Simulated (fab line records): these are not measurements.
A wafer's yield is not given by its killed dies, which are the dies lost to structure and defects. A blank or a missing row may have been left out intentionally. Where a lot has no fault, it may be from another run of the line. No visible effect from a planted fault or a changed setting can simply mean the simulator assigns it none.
The tool behind it: which one? + flow berkeley cmos170 + 14 lots with 42 wafers sampled at 3 steps, on a route of 331 steps

== WHAT EACH GAUGE READ, for each wafer ==
UCB170_NVT_TW_MEAS_09. Usual: NVT_TW gives 523.8 (standard deviation 2.9).
| lot  | measured     | on            | NVT_TW            | flag |
|------|--------------|---------------|-------------------|------|
| L476 | day 6 12:56  | film metro-04 | 521.6 523.8 522.5 |      |
| L477 | day 6 13:02  | film metro-02 | 530.9 529.5 526.5 |      |
| L478 | day 6 22:59  | film metro-03 | 528.5 528.5 525.9 |      |
| L481 | day 8 00:26  | film metro-02 | 521.6 521.1 520.7 |      |
| L483 | day 8 00:52  | film metro-02 | 522.7 521.0 524.2 |      |
| L482 | day 8 00:59  | film metro-04 | 523.8 526.0 520.5 |      |
| L484 | day 8 01:16  | film metro-03 | 524.6 524.4 527.4 |      |
| L487 | day 8 19:47  | film metro-04 | 519.9 522.0 523.6 |      |
| L490 | day 9 04:53  | film metro-02 | 522.3 519.8 519.9 |      |
| L488 | day 9 09:15  | film metro-02 | 524.5 522.2 521.3 |      |
| L492 | day 10 00:55 | film metro-02 | 522.3 523.5 516.6 |      |
| L496 | day 10 14:01 | film metro-04 | 520.1 520.8 521.1 |      |
| L497 | day 11 04:58 | film metro-02 | 528.1 527.9 525.0 |      |
| L499 | day 11 14:59 | film metro-02 | 527.8 528.2 528.7 |      |

== EACH LOT AND THE TOOL THAT RAN IT (in order: tool; ch and the chambers of the sampled wafers; start) ==
| lot  | UCB170_NWELL_IMPLANT_14        | UCB170_PWELL_ETCH_14              |
|------|--------------------------------|-----------------------------------|
| L476 | implanter-03 ch 0, day 2 15:07 | rie diel-03 ch 0,2,3, day 3 11:48 |
| L477 | implanter-02 ch 0, day 2 19:11 | rie diel-01 ch 0,1,3, day 3 11:40 |
| L478 | implanter-04 ch 0, day 3 04:47 | rie diel-02 ch 0,2, day 3 21:44   |
| L481 | implanter-03 ch 0, day 3 14:41 | rie diel-03 ch 0,2, day 4 23:05   |
| L483 | implanter-02 ch 0, day 3 18:55 | rie diel-02 ch 0,2, day 4 22:29   |
| L482 | implanter-03 ch 0, day 3 19:41 | rie diel-03 ch 0,1, day 4 23:32   |
| L484 | implanter-02 ch 0, day 4 00:46 | rie diel-02 ch 0,2,3, day 4 23:21 |
| L487 | implanter-04 ch 0, day 4 21:02 | rie diel-01 ch 1,3, day 5 15:29   |
| L490 | implanter-04 ch 0, day 5 06:42 | rie diel-02 ch 1,2,3, day 5 23:18 |
| L488 | implanter-02 ch 0, day 5 06:59 | rie diel-02 ch 0,1,3, day 5 23:34 |
| L492 | implanter-02 ch 0, day 5 20:56 | rie diel-01 ch 1,2,3, day 6 16:37 |
| L496 | implanter-03 ch 0, day 6 16:23 | rie diel-03 ch 0,1, day 7 07:24   |
| L497 | implanter-04 ch 0, day 6 23:07 | rie diel-03 ch 1,2,3, day 7 19:45 |
| L499 | implanter-03 ch 0, day 7 04:31 | rie diel-03 ch 0,2, day 8 08:29   |
- UCB170_NWELL_IMPLANT_14
- UCB170_PWELL_ETCH_14: etches Si3N4 in CH3F/Ar/O2, stops on SiO2, target depth 242 nm, time 151 s.

== AS READ BY THE TOOLS THEMSELVES (means over the sampled wafers that have a number; for cases with no such wafer, the mark the record gives instead) ==
UCB170_NWELL_IMPLANT_14. Usual: tilt deg 6.993 degrees, standard deviation 0.019.
| lot  | tool         | tilt deg (degrees) | flag |
|------|--------------|--------------------|------|
| L476 | implanter-03 | 6.994              |      |
| L477 | implanter-02 | 6.995              |      |
| L478 | implanter-04 | 7.002              |      |
| L481 | implanter-03 | 6.996              |      |
| L483 | implanter-02 | 6.991              |      |
| L482 | implanter-03 | 6.990              |      |
| L484 | implanter-02 | 7.018              |      |
| L487 | implanter-04 | 6.985              |      |
| L490 | implanter-04 | 6.999              |      |
| L488 | implanter-02 | 6.184              | OFF  |
| L492 | implanter-02 | 6.210              | OFF  |
| L496 | implanter-03 | 6.962              |      |
| L497 | implanter-04 | 6.999              |      |
| L499 | implanter-03 | 6.983              |      |

UCB170_PWELL_ETCH_14. Usual: drypump motor current A 5.7 A, standard deviation 0.55; oes product au 0.945 a.u., standard deviation 0.016; throttle valve pct 8.06 %, standard deviation 0.16.
| lot  | tool        | drypump motor current A (A) | oes product au (a.u.) | throttle valve pct (%) | flag |
|------|-------------|-----------------------------|-----------------------|------------------------|------|
| L476 | rie diel-03 | 6.1                         | 0.934                 | 7.95                   |      |
| L477 | rie diel-01 | 5.5                         | 0.938                 | 8.00                   |      |
| L478 | rie diel-02 | 5.4                         | 0.953                 | 8.09                   |      |
| L481 | rie diel-03 | 6.4                         | 0.951                 | 8.02                   |      |
| L483 | rie diel-02 | 5.6                         | 0.944                 | 8.18                   |      |
| L482 | rie diel-03 | 6.1                         | 0.949                 | 8.06                   |      |
| L484 | rie diel-02 | 5.4                         | 0.943                 | 8.12                   |      |
| L487 | rie diel-01 | 5.0                         | 0.948                 | 8.09                   |      |
| L490 | rie diel-02 | 5.5                         | 0.951                 | 8.20                   |      |
| L488 | rie diel-02 | 5.4                         | 0.946                 | 8.10                   |      |
| L492 | rie diel-01 | 5.2                         | 0.946                 | 8.03                   |      |
| L496 | rie diel-03 | 6.1                         | 0.969                 | 8.06                   |      |
| L497 | rie diel-03 | 5.7                         | 0.944                 | 8.09                   |      |
| L499 | rie diel-03 | 6.5                         | 0.956                 | 8.01                   |      |

== THE ANSWER, worked out from the rows above alone ==
Rule: a lot is off if the mean of its wafers that have a number lies more than 3 standard deviations from the usual mean. Also off: a lot with no number at a reading for which 4 or more lots have one. Any other lot the step has rows for is counted as sound. Order of review: gauges by route order, followed by the tools' own readings, for which a lot's mean as printed above is used. The first step at which some lot is off is used, and at that step the reading that is off furthest; a lot without a number counts as furthest.
Off: L488, L492, at UCB170_NWELL_IMPLANT_14 (tilt deg).
If a tool, at that step or one of the process steps before it, ran each lot that is off and ran no sound lot following the first of them, it fits. One fits: UCB170_NWELL_IMPLANT_14 on implanter-02. Its last sound lot is L484 (day 4 00:46), its first lot that is off L488 (day 5 06:59): a fault that began between those two fits.
The tool's own readings at UCB170_NWELL_IMPLANT_14 bear it out: on the lots that are off they differ by more than 5 times the standard deviation of the sound lots' means. tilt deg reads 6.197 degrees there against 6.993 degrees on the sound lots.

== WHAT THE SIMULATOR HAD PUT IN ==
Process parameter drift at UCB170_NWELL_IMPLANT_14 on implanter-02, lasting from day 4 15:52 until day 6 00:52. The setting tilt deg was moved by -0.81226, starting from 7. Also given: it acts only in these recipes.
Struck lots among those shown: L488, L492. The same result came from the rule above.
